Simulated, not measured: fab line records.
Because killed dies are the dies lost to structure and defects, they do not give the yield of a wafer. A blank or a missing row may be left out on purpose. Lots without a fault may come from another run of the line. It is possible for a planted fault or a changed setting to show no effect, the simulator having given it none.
fab line records + flow rit_cmos
[record]
- lots = 5
- wafers = 27
route steps=202 shown M1@192
start_h: start of the lot's first displayed wafer, in hours after the record's first day + wait_h: hours from the lot's prior step to this one + " the same as in the row above + L1.1+2: several wafers, shown together as one row + - no value present, or no start provided + * or withheld: withheld + < > ~ a bound
route shown NAME@n: NAME is a module with steps in the file, n the number in the route of the first one + usual: mean and standard deviation over wafers with no fault + same: alike in all rows + chamber/n: place in a boat + sites: readings site by site + _std_site: the standard deviation of these + _edge_site: the outer-site mean with the inner-site mean subtracted + radius_mm: for every site, how far away it sits from the centre of the wafer + mask NAME#n: copy n + behind: the most recent tool/chamber to have shaped the wafer + hold: cause of the lot's hold/its duration in hours/its outcome + device: whichever transistor did not switch (one of n, p or np) + end of line: tests run on the same wafers once the route is complete + a step with no rows: only its recipe + killed: count of dies lost to structure and defects at first sort (not the wafer's yield) + map: the dies of a wafer, with x for killed, . for not killed, _ for no die there
set.NAME: the setting as run; set.NAME@STEP: as run at that earlier step + model.NAME: the simulator's own value behind a step, which no gauge read
lots where settings were altered on purpose, with a table for each step and a row for each wafer
[[steps]]
[step RIT_M1_DEVELOP_08]
[recipe]
- resist = NOVOLAK
- develop_time_s = 68
- dev_temp_c = 23
| lot.wafer  | tool           | chamber | start_h | wait_h | set.develop_time_s |
|------------|----------------|---------|---------|--------|--------------------|
| L075.1+4+6 | litho_track-03 | 0       | -       | -      | 57.58              |
| L075.2+3+5 | "              | 0       | "       | "      | 68                 |
| L074.1+2+6 | litho_track-02 | 0       | -       | -      | 82.67              |
| L074.3+4+5 | "              | 0       | "       | "      | 68                 |
| L076.1+2+6 | litho_track-01 | 0       | -       | -      | 68                 |
| L076.3+4+5 | "              | 0       | "       | "      | 45.28              |
| L081.2+4+6 | litho_track-01 | 0       | -       | -      | 68                 |
| L085.1+5+6 | litho_track-03 | 0       | -       | -      | 68                 |
| L085.2+3+4 | "              | 0       | "       | "      | 56.2               |
[step RIT_M1_CD_MEAS_09]
[recipe]
- target_cd_nm = 2600
[usual]
- cd_nm = 2600.7/2.1
| lot.wafer | tool      | chamber | start_h | wait_h | set.develop_time_s@M1_DEVELOP_08 | cd_nm  |
|-----------|-----------|---------|---------|--------|----------------------------------|--------|
| L075.1    | cd_sem-01 | -       | 65.60   | -      | 57.58                            | 2614.9 |
| L075.2    | "         | -       | "       | "      | 68                               | 2597.8 |
| L075.3    | "         | -       | "       | "      | 68                               | 2601.3 |
| L075.4    | "         | -       | "       | "      | 57.58                            | 2614.6 |
| L075.5    | "         | -       | "       | "      | 68                               | 2598.6 |
| L075.6    | "         | -       | "       | "      | 57.58                            | 2614.8 |
| L074.1    | cd_sem-01 | -       | 65.86   | -      | 82.67                            | 2586.0 |
| L074.2    | "         | -       | "       | "      | 82.67                            | 2585.3 |
| L074.3    | "         | -       | "       | "      | 68                               | 2601.5 |
| L074.4    | "         | -       | "       | "      | 68                               | 2604.3 |
| L074.5    | "         | -       | "       | "      | 68                               | 2604.6 |
| L074.6    | "         | -       | "       | "      | 82.67                            | 2587.1 |
| L076.1    | cd_sem-01 | -       | 74.54   | -      | 68                               | 2600.9 |
| L076.2    | "         | -       | "       | "      | 68                               | 2598.6 |
| L076.3    | "         | -       | "       | "      | 45.28                            | 2639.7 |
| L076.4    | "         | -       | "       | "      | 45.28                            | 2639.6 |
| L076.5    | "         | -       | "       | "      | 45.28                            | 2640.2 |
| L076.6    | "         | -       | "       | "      | 68                               | 2600.0 |
| L081.2    | cd_sem-02 | -       | 95.35   | -      | 68                               | 2602.4 |
| L081.4    | "         | -       | "       | "      | 68                               | 2603.0 |
| L081.6    | "         | -       | "       | "      | 68                               | 2601.3 |
| L085.1    | cd_sem-01 | -       | 112.70  | -      | 68                               | 2598.4 |
| L085.2    | "         | -       | "       | "      | 56.2                             | 2616.6 |
| L085.3    | "         | -       | "       | "      | 56.2                             | 2619.4 |
| L085.4    | "         | -       | "       | "      | 56.2                             | 2619.4 |
| L085.5    | "         | -       | "       | "      | 68                               | 2599.0 |
| L085.6    | "         | -       | "       | "      | 68                               | 2600.6 |
[step RIT_M1_HARDBAKE_11]
[recipe]
- resist = NOVOLAK
- temp_c = 140
- time_s = 120
[step RIT_M1_METAL_ETCH_12]
[recipe]
- stop_on = SiO2
- chemistry = Cl2/BCl3
- target = Al
- time_s = 165
- over_etch_frac = 0.5
- pressure_mtorr = 100
- target_depth_a = 6000
- rf_w = 250
- Cl2_flow_sccm = 60
- bcl3_flow_sccm = 50
| lot.wafer | tool         | chamber | start_h | wait_h | set.develop_time_s@M1_DEVELOP_08 | model.M1.cd_nm |
|-----------|--------------|---------|---------|--------|----------------------------------|----------------|
| L075.1+4  | rie_metal-01 | 1       | 66.00   | 0.2    | 57.58                            | 2614           |
| L075.2    | "            | 0       | "       | "      | 68                               | 2600           |
| L075.3    | "            | 0       | "       | "      | 68                               | 2604           |
| L075.5    | "            | 1       | "       | "      | 68                               | 2598           |
| L075.6    | "            | 0       | "       | "      | 57.58                            | 2617           |
| L074.1    | rie_metal-04 | 0       | 66.26   | 0.2    | 82.67                            | 2588           |
| L074.2    | "            | 1       | "       | "      | 82.67                            | 2583           |
| L074.3    | "            | 1       | "       | "      | 68                               | 2599           |
| L074.4    | "            | 0       | "       | "      | 68                               | 2608           |
| L074.5    | "            | 0       | "       | "      | 68                               | 2606           |
| L074.6    | "            | 1       | "       | "      | 82.67                            | 2584           |
| L076.1    | rie_metal-02 | 1       | 74.94   | 0.2    | 68                               | 2599           |
| L076.2+6  | "            | 0,1     | "       | "      | 68                               | 2600           |
| L076.3    | "            | 1       | "       | "      | 45.28                            | 2639           |
| L076.4+5  | "            | 0       | "       | "      | 45.28                            | 2641           |
| L081.2+4  | rie_metal-04 | 0       | 95.74   | 0.2    | 68                               | 2605           |
| L081.6    | "            | 0       | "       | "      | 68                               | 2604           |
| L085.1    | rie_metal-02 | 0       | 113.11  | 0.2    | 68                               | 2599           |
| L085.2    | "            | 1       | "       | "      | 56.2                             | 2616           |
| L085.3    | "            | 1       | "       | "      | 56.2                             | 2618           |
| L085.4    | "            | 0       | "       | "      | 56.2                             | 2620           |
| L085.5    | "            | 1       | "       | "      | 68                               | 2597           |
| L085.6    | "            | 0       | "       | "      | 68                               | 2601           |
[step RIT_M1_STRIP_13]
[recipe]
- chemistry = nmp
- resist = NOVOLAK
- temp_c = 80
- time_s = 600
- dry = n2_spin
[step RIT_M1_STRIP_14]
[recipe]
- chemistry = O2
- time_s = 180
- platen_temp_c = withheld
- power_w = 500
- pressure_mtorr = 4000
- o2_flow_sccm = 4000
[step RIT_M1_CD_MEAS_90]
[recipe]
- target_cd_nm = 2600
[usual]
- cd_nm = 2601/3.2
| lot.wafer | tool      | chamber | start_h | wait_h | set.develop_time_s@M1_DEVELOP_08 | cd_nm |
|-----------|-----------|---------|---------|--------|----------------------------------|-------|
| L075.1    | cd_sem-01 | -       | 66.52   | 0.1    | 57.58                            | 2614  |
| L075.2    | "         | -       | "       | "      | 68                               | 2600  |
| L075.3    | "         | -       | "       | "      | 68                               | 2604  |
| L075.4    | "         | -       | "       | "      | 57.58                            | 2614  |
| L075.5    | "         | -       | "       | "      | 68                               | 2598  |
| L075.6    | "         | -       | "       | "      | 57.58                            | 2618  |
| L074.1    | cd_sem-02 | -       | 66.77   | 0.1    | 82.67                            | 2588  |
| L074.2    | "         | -       | "       | "      | 82.67                            | 2584  |
| L074.3    | "         | -       | "       | "      | 68                               | 2599  |
| L074.4    | "         | -       | "       | "      | 68                               | 2608  |
| L074.5    | "         | -       | "       | "      | 68                               | 2606  |
| L074.6    | "         | -       | "       | "      | 82.67                            | 2585  |
| L076.1    | cd_sem-01 | -       | 75.45   | 0.1    | 68                               | 2599  |
| L076.2    | "         | -       | "       | "      | 68                               | 2600  |
| L076.3    | "         | -       | "       | "      | 45.28                            | 2639  |
| L076.4    | "         | -       | "       | "      | 45.28                            | 2640  |
| L076.5    | "         | -       | "       | "      | 45.28                            | 2641  |
| L076.6    | "         | -       | "       | "      | 68                               | 2600  |
| L081.2    | cd_sem-01 | -       | 96.29   | 0.1    | 68                               | 2605  |
| L081.4    | "         | -       | "       | "      | 68                               | 2606  |
| L081.6    | "         | -       | "       | "      | 68                               | 2605  |
| L085.1    | cd_sem-02 | -       | 113.62  | 0.1    | 68                               | 2599  |
| L085.2    | "         | -       | "       | "      | 56.2                             | 2616  |
| L085.3    | "         | -       | "       | "      | 56.2                             | 2618  |
| L085.4    | "         | -       | "       | "      | 56.2                             | 2620  |
| L085.5    | "         | -       | "       | "      | 68                               | 2598  |
| L085.6    | "         | -       | "       | "      | 68                               | 2601  |
[step RIT_M1_ANNEAL_15]
[recipe]
- temp_c = 450
- time_s = 1800
- ambient = forming_gas_H2N2
[step RIT_M1_PROBE_99]
| lot.wafer  | tool      | chamber | start_h | wait_h | set.ox_time_s@GATE_OXIDATION_05 | model.etest.pmos_0p3.r_on_ohm_um | model.etest.pmos_turned.r_on_ohm_um | model.etest.nmos_0p3.r_on_ohm_um | model.etest.pmos_0p15.r_on_ohm_um | model.etest.nmos_0p15.drive_ua_um |
|------------|-----------|---------|---------|--------|---------------------------------|----------------------------------|-------------------------------------|----------------------------------|-----------------------------------|-----------------------------------|
| L075.1     | prober-02 | -       | 68.26   | 0.1    | 270                             | 6340                             | 3490                                | 2127                             | 2799                              | 468.9                             |
| L075.2     | prober-02 | -       | 68.31   | 0.1    | 270                             | 6376                             | 3547                                | 2169                             | 2850                              | 467.6                             |
| L075.3     | prober-02 | -       | 68.36   | 0.2    | 270                             | 6321                             | 3548                                | 2177                             | 2879                              | 462.7                             |
| L075.4     | prober-02 | -       | 68.41   | 0.2    | 270                             | 6237                             | 3437                                | 2127                             | 2765                              | 480.1                             |
| L075.5     | prober-02 | -       | 68.46   | 0.2    | 270                             | 6345                             | 3482                                | 2184                             | 2846                              | 473.7                             |
| L075.6     | prober-02 | -       | 68.51   | 0.2    | 270                             | 6293                             | 3476                                | 2130                             | 2753                              | 480.3                             |
| L074.1     | prober-01 | -       | 69.76   | 0.1    | 430.6                           | 8324                             | 3962                                | 2728                             | 3219                              | 374.4                             |
| L074.2     | prober-01 | -       | 69.81   | 0.1    | 430.6                           | 8351                             | 3968                                | 2756                             | 3193                              | 370.1                             |
| L074.3     | prober-01 | -       | 69.86   | 0.2    | 430.6                           | 8387                             | 4076                                | 2816                             | 3280                              | 361.9                             |
| L074.4     | prober-01 | -       | 69.91   | 0.2    | 430.6                           | 8384                             | 4036                                | 2809                             | 3278                              | 366.8                             |
| L074.5     | prober-01 | -       | 69.96   | 0.2    | 430.6                           | 8337                             | 4020                                | 2828                             | 3223                              | 368.7                             |
| L074.6     | prober-01 | -       | 70.01   | 0.2    | 430.6                           | 8390                             | 4107                                | 2788                             | 3325                              | 353                               |
| L076.1     | prober-02 | -       | 77.19   | 0.1    | 387.1                           | 8126                             | 3993                                | 2680                             | 3184                              | 374.8                             |
| L076.2+3+4 | prober-02 | -       | 77.24   | 0.1    | 387.1                           | -                                | -                                   | -                                | -                                 | -                                 |
| L076.5     | prober-02 | -       | 77.39   | 0.2    | 387.1                           | 8135                             | 3929                                | 2672                             | 3149                              | 379.4                             |
| L076.6     | prober-02 | -       | 77.44   | 0.2    | 387.1                           | 8127                             | 4004                                | 2697                             | 3182                              | 380                               |
| L081.2     | prober-01 | -       | 98.06   | 0.1    | 270                             | 6256                             | 3495                                | 2145                             | 2825                              | 455.8                             |
| L081.4     | prober-01 | -       | 98.16   | 0.2    | 270                             | 6404                             | 3512                                | 2179                             | 2809                              | 456.9                             |
| L081.6     | prober-01 | -       | 98.26   | 0.2    | 270                             | 6201                             | 3451                                | 2160                             | 2787                              | 466                               |
| L085.2+4+5 | prober-01 | -       | 115.41  | 0.1    | 270                             | -                                | -                                   | -                                | -                                 | -                                 |
| L085.3     | prober-01 | -       | 115.46  | 0.2    | 270                             | 6437                             | 3500                                | 2217                             | 2828                              | 468.8                             |
// killed by level:class
L081.2 GATE:geometric_particle:open=2 REOX:geometric_particle:short=1
L081.4 GATE:geometric_particle:short=2 FOX1:geometric_particle:short=1 FOX2:geometric_particle:short=1 GATE:geometric_particle:open=1
L081.6 GATE:geometric_particle:open=3 FOX1:geometric_particle:open=1 FOX1:geometric_particle:short=1 SILICIDE:geometric_particle:short=1
[[key]]
[split]
- step = RIT_M1_DEVELOP_08
- setting = develop_time_s
- stated = 68
- by = wafer
[response]
- step = RIT_M1_CD_MEAS_09
- reading = cd_nm
- change = -1.08
- per = 1%
- r = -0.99
[response]
- step = RIT_M1_METAL_ETCH_12
- reading = model.M1.cd_nm
- change = -1.09
- per = 1%
- r = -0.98
[response]
- step = RIT_M1_CD_MEAS_90
- reading = cd_nm
- change = -1.09
- per = 1%
- r = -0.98
split outside_this_file step=RIT_GATE_OXIDATION_05 setting=ox_time_s
// split outside_this_file: this setting was split too, and the file shows its column; the key of that split is in another file
